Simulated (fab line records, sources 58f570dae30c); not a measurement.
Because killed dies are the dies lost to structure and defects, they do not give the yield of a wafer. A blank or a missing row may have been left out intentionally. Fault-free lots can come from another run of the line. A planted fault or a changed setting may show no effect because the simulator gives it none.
One fault seen from 2 desks :: flow berkeley cmos170 :: each desk has only its own numbers; what lay behind them comes last

## THE TOOL OWNER'S DESK: rie metal-02
The tool's own readings at UCB170_M2_METAL_ETCH_18 (etches Al in Cl2/BCl3, stops on SiO2, target depth 1170 nm, time 195 s): means of the sampled wafers that have a number, for each lot that ran on this tool. Marked OUT: a lot whose mean sits more than 4 standard deviations from the usual mean, which makes it out of limits; the brackets give that distance.
Columns: A = chamber pressure mTorr at UCB170_M2_METAL_ETCH_18, usual 12.000 mTorr; B = drypump motor current A at UCB170_M2_METAL_ETCH_18, usual 5.5 A; C = mfc cl2 sccm at UCB170_M2_METAL_ETCH_18, usual 89.99 sccm; D = oes product au at UCB170_M2_METAL_ETCH_18, usual 0.856 a.u.; E = throttle valve pct at UCB170_M2_METAL_ETCH_18, usual 24.43 %
lot: L750
first seen here: day 9 13:27
A: 11.993
B: 4.8
C: 89.97
D: 0.846
E: 24.31

lot: L766
first seen here: day 12 11:18
A: 7.988 (-99 or more) OUT
B: 5.0
C: 89.96
D: 0.849
E: 24.22

lot: L767
first seen here: day 12 23:10
A: 7.994 (-99 or more) OUT
B: 5.0
C: 89.89
D: 0.851
E: 24.23
This desk's finding: out of limits on L766, L767; first on L766, day 12 11:18 (chamber pressure mTorr at UCB170_M2_METAL_ETCH_18). L750: within limits.

## THE METROLOGY DESK
Lot by lot, what the gauges showed, no matter which tool ran the lot: averages of those sampled wafers that carry a number. Marked OUT: a lot whose mean sits more than 4 standard deviations from the usual mean, which makes it out of limits; the brackets give that distance.
Columns: A = cd nm at UCB170_M2_CD_MEAS_15, usual 699.9 nm; B = M2_OVL at UCB170_M2_OVL_MEAS_16, usual -4 nm
lot: L751
first seen here: day 9 11:40
A: 699.8
B: -3

lot: L750
first seen here: day 9 13:16
A: 699.2
B: -2

lot: L766
first seen here: day 12 11:06
A: 698.0
B: -4

lot: L765
first seen here: day 12 15:07
A: 697.1
B: -9

lot: L767
first seen here: day 12 22:57
A: 699.8
B: -2

lot: L770
first seen here: day 13 07:40
A: 702.8
B: -5
This desk's finding: nothing out of limits on any of the 6 lots.

## TAKEN TOGETHER
At day 12 11:18, on L766, L767, the tool owner's desk was in a position to raise an alarm.
From the metrology desk's view, nothing was out of limits.
The metrology desk has L766, L767 on record, within its limits.
The lots listed all ran UCB170_M2_METAL_ETCH_18 on rie metal-02.

## WHAT HAD BEEN PUT IN BY THE SIMULATOR
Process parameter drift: rie metal-02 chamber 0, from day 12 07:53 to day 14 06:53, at UCB170_M2_METAL_ETCH_18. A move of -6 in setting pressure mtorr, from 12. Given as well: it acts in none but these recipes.
Shown lots that were struck: L766, L767.
Each desk's first reading out of limits, in hours after the fault started: the tool owner's desk, 3.
